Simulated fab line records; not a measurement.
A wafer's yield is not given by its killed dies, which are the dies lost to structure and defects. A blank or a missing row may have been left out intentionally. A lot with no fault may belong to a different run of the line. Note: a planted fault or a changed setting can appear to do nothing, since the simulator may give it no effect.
Which of the tools did it? :: flow berkeley_cmos170 :: 42 wafers from 14 lots sampled at 4 of the route's 331 steps

## WHAT EACH GAUGE READ, for each wafer
UCB170_ACTIVE_CD_MEAS_90: target cd 1200 nm.
lot: L959
measured: day 5 04:43
on: cd_sem-02
cd_nm (nm): 1200.4 1199.9 1200.3

lot: L958
measured: day 5 10:04
on: cd_sem-02
cd_nm (nm): 1200.3 1201.8 1201.6

lot: L961
measured: day 6 14:38
on: cd_sem-01
cd_nm (nm): 1200.1 1200.4 1200.8

lot: L962
measured: day 6 14:49
on: cd_sem-01
cd_nm (nm): 1198.1 1198.1 1198.5

lot: L963
measured: day 6 15:14
on: cd_sem-01
cd_nm (nm): 1198.4 1199.4 1198.5

lot: L968
measured: day 7 06:25
on: cd_sem-02
cd_nm (nm): 1199.7 1199.6 1201.2

lot: L969
measured: day 7 17:23
on: cd_sem-01
cd_nm (nm): 1200.9 1200.7 1202.2

lot: L972
measured: day 8 09:01
on: cd_sem-02
cd_nm (nm): 1198.2 1198.8 1198.9

lot: L973
measured: day 8 09:11
on: cd_sem-01
cd_nm (nm): 1200.7 1200.3 1200.8

lot: L974
measured: day 8 18:30
on: cd_sem-02
cd_nm (nm): 1199.5 1198.9 1198.8

lot: L978
measured: day 9 11:55
on: cd_sem-01
cd_nm (nm): 1198.0 1200.1 1198.3

lot: L976
measured: day 9 12:12
on: cd_sem-01
cd_nm (nm): 1199.5 1197.9 1198.4

lot: L980
measured: day 9 12:22
on: cd_sem-01
cd_nm (nm): 1199.8 1200.8 1198.9

lot: L977
measured: day 9 12:23
on: cd_sem-02
cd_nm (nm): 1198.5 1199.2 1198.7

UCB170_SACOX_THK_MEAS_02.
lot: L959
measured: day 6 07:24
on: film_metro-04
SACOX_OXIDE_THK (nm): 14.11 14.14 13.98

lot: L958
measured: day 6 07:28
on: film_metro-04
SACOX_OXIDE_THK (nm): 13.97 14.46 14.11

lot: L961
measured: day 7 13:34
on: film_metro-01
SACOX_OXIDE_THK (nm): 14.30 14.28 14.29

lot: L962
measured: day 7 13:32
on: film_metro-03
SACOX_OXIDE_THK (nm): 14.81 14.75 14.71

lot: L963
measured: day 7 13:34
on: film_metro-04
SACOX_OXIDE_THK (nm): 14.26 14.20 14.35

lot: L968
measured: day 8 08:33
on: film_metro-04
SACOX_OXIDE_THK (nm): 14.37 14.37 14.24

lot: L969
measured: day 9 00:16
on: film_metro-03
SACOX_OXIDE_THK (nm): 14.28 14.35 14.31

lot: L972
measured: day 9 12:45
on: film_metro-04
SACOX_OXIDE_THK (nm): 14.13 13.94 14.16

lot: L973
measured: day 9 12:46
on: film_metro-01
SACOX_OXIDE_THK (nm): 14.05 13.93 13.97

lot: L974
measured: day 9 20:57
on: film_metro-01
SACOX_OXIDE_THK (nm): 14.50 14.47 14.78

lot: L978
measured: day 10 13:58
on: film_metro-03
SACOX_OXIDE_THK (nm): 14.71 14.68 14.58

lot: L976
measured: day 10 13:58
on: film_metro-04
SACOX_OXIDE_THK (nm): 14.71 14.76 14.91

lot: L980
measured: day 10 14:01
on: film_metro-01
SACOX_OXIDE_THK (nm): 14.81 14.96 14.54

lot: L977
measured: day 10 14:01
on: film_metro-03
SACOX_OXIDE_THK (nm): 14.44 14.48 14.58

UCB170_GATE_THK_MEAS_02.
lot: L959
measured: day 7 03:42
on: film_metro-01
GATE_OXIDE_THK (nm): 6.47 6.39 6.34

lot: L958
measured: day 7 03:42
on: film_metro-03
GATE_OXIDE_THK (nm): 6.52 6.46 6.60

lot: L961
measured: day 8 12:44
on: film_metro-01
GATE_OXIDE_THK (nm): 6.41 6.56 6.61

lot: L962
measured: day 8 15:13
on: film_metro-04
GATE_OXIDE_THK (nm): 10.81 10.97 10.79

lot: L963
measured: day 8 12:47
on: film_metro-03
GATE_OXIDE_THK (nm): 6.53 6.51 6.56

lot: L968
measured: day 9 16:45
on: film_metro-03
GATE_OXIDE_THK (nm): 10.78 10.68 10.78

lot: L969
measured: day 10 00:42
on: film_metro-04
GATE_OXIDE_THK (nm): 6.39 6.39 6.25

lot: L972
measured: day 10 09:42
on: film_metro-03
GATE_OXIDE_THK (nm): 6.60 6.48 6.47

lot: L973
measured: day 10 09:43
on: film_metro-01
GATE_OXIDE_THK (nm): 6.63 6.47 6.65

lot: L974
measured: day 10 21:51
on: film_metro-01
GATE_OXIDE_THK (nm): 6.74 6.67 6.57

lot: L978
measured: day 11 14:16
on: film_metro-03
GATE_OXIDE_THK (nm): 6.51 6.67 6.63

lot: L976
measured: day 11 14:20
on: film_metro-03
GATE_OXIDE_THK (nm): 6.37 6.62 6.56

lot: L980
measured: day 11 14:15
on: film_metro-04
GATE_OXIDE_THK (nm): 6.71 6.61 6.80

lot: L977
measured: day 11 14:15
on: film_metro-01
GATE_OXIDE_THK (nm): 6.46 6.51 6.47

## TOOL THAT RAN EACH LOT (tool first, then ch and the chambers of the sampled wafers, then the start)
lot: L959
UCB170_GATE_OXIDATION_01: furnace-04 ch 0, day 7 02:12

lot: L958
UCB170_GATE_OXIDATION_01: furnace-04 ch 0, day 7 02:12

lot: L961
UCB170_GATE_OXIDATION_01: furnace-04 ch 0, day 8 11:14

lot: L962
UCB170_GATE_OXIDATION_01: furnace-04 ch 0, day 8 11:14 and furnace-02 ch 0, day 8 13:38

lot: L963
UCB170_GATE_OXIDATION_01: furnace-04 ch 0, day 8 11:14

lot: L968
UCB170_GATE_OXIDATION_01: furnace-01 ch 0, day 9 09:35

lot: L969
UCB170_GATE_OXIDATION_01: furnace-02 ch 0, day 9 23:08

lot: L972
UCB170_GATE_OXIDATION_01: furnace-04 ch 0, day 10 08:12

lot: L973
UCB170_GATE_OXIDATION_01: furnace-04 ch 0, day 10 08:12

lot: L974
UCB170_GATE_OXIDATION_01: furnace-02 ch 0, day 10 20:21

lot: L978
UCB170_GATE_OXIDATION_01: furnace-01 ch 0, day 11 12:45

lot: L976
UCB170_GATE_OXIDATION_01: furnace-01 ch 0, day 11 12:45

lot: L980
UCB170_GATE_OXIDATION_01: furnace-01 ch 0, day 11 12:45

lot: L977
UCB170_GATE_OXIDATION_01: furnace-01 ch 0, day 11 12:45
- UCB170_GATE_OXIDATION_01: target thk 6.6 nm, ox time 1800 s.

## AS READ BY THE TOOLS THEMSELVES (means over the sampled wafers that have a number; for cases with no such wafer, the mark the record gives instead)
UCB170_GATE_OXIDATION_01.
lot: L959
tool: furnace-04
spike_tc_centre_C (C): 851.4

lot: L958
tool: furnace-04
spike_tc_centre_C (C): 851.0

lot: L961
tool: furnace-04
spike_tc_centre_C (C): 850.9

lot: L962
tool: furnace-04/furnace-02
spike_tc_centre_C (C): 852.3

lot: L963
tool: furnace-04
spike_tc_centre_C (C): 850.9

lot: L968
tool: furnace-01
spike_tc_centre_C (C): 852.8

lot: L969
tool: furnace-02
spike_tc_centre_C (C): 852.4

lot: L972
tool: furnace-04
spike_tc_centre_C (C): 852.1

lot: L973
tool: furnace-04
spike_tc_centre_C (C): 851.8

lot: L974
tool: furnace-02
spike_tc_centre_C (C): 852.8

lot: L978
tool: furnace-01
spike_tc_centre_C (C): 853.7

lot: L976
tool: furnace-01
spike_tc_centre_C (C): 853.2

lot: L980
tool: furnace-01
spike_tc_centre_C (C): 852.8

lot: L977
tool: furnace-01
spike_tc_centre_C (C): 853.5

## THE ANSWER, worked out from the rows above alone
Rule: the usual values come from the lots themselves. Put in order of their means at a reading, lots are off if they are a third of the lots or fewer, leave a main group of 4 or more, and stand apart from it by a gap of 3 or more times the standard deviation of the main group's means; of several such gaps the widest counts. The tables above print the reading to a certain number of digits; a main group whose means all agree to those digits is not used. Also off: a lot with no number at a reading for which 4 or more lots have one. Any other lot the step has rows for is counted as sound. The gauges are gone through in route order, then the tools' own readings, and for those a lot's mean is taken as printed above. At the first step where some lot is off, the reading lying furthest off is the one used; lots without a number count as furthest.
Off: at UCB170_GATE_THK_MEAS_02 (GATE_OXIDE_THK), L962, L968. The main group has a mean of 6.53 nm with a standard deviation of 0.096.
A tool fits if, at a process step before that reading, it ran every lot that is off, and no sound lot after the first of them. Those tools and the gauges at UCB170_GATE_THK_MEAS_02 are tried in the same way. None of those tried fits.

## WHAT THE SIMULATOR PUT IN
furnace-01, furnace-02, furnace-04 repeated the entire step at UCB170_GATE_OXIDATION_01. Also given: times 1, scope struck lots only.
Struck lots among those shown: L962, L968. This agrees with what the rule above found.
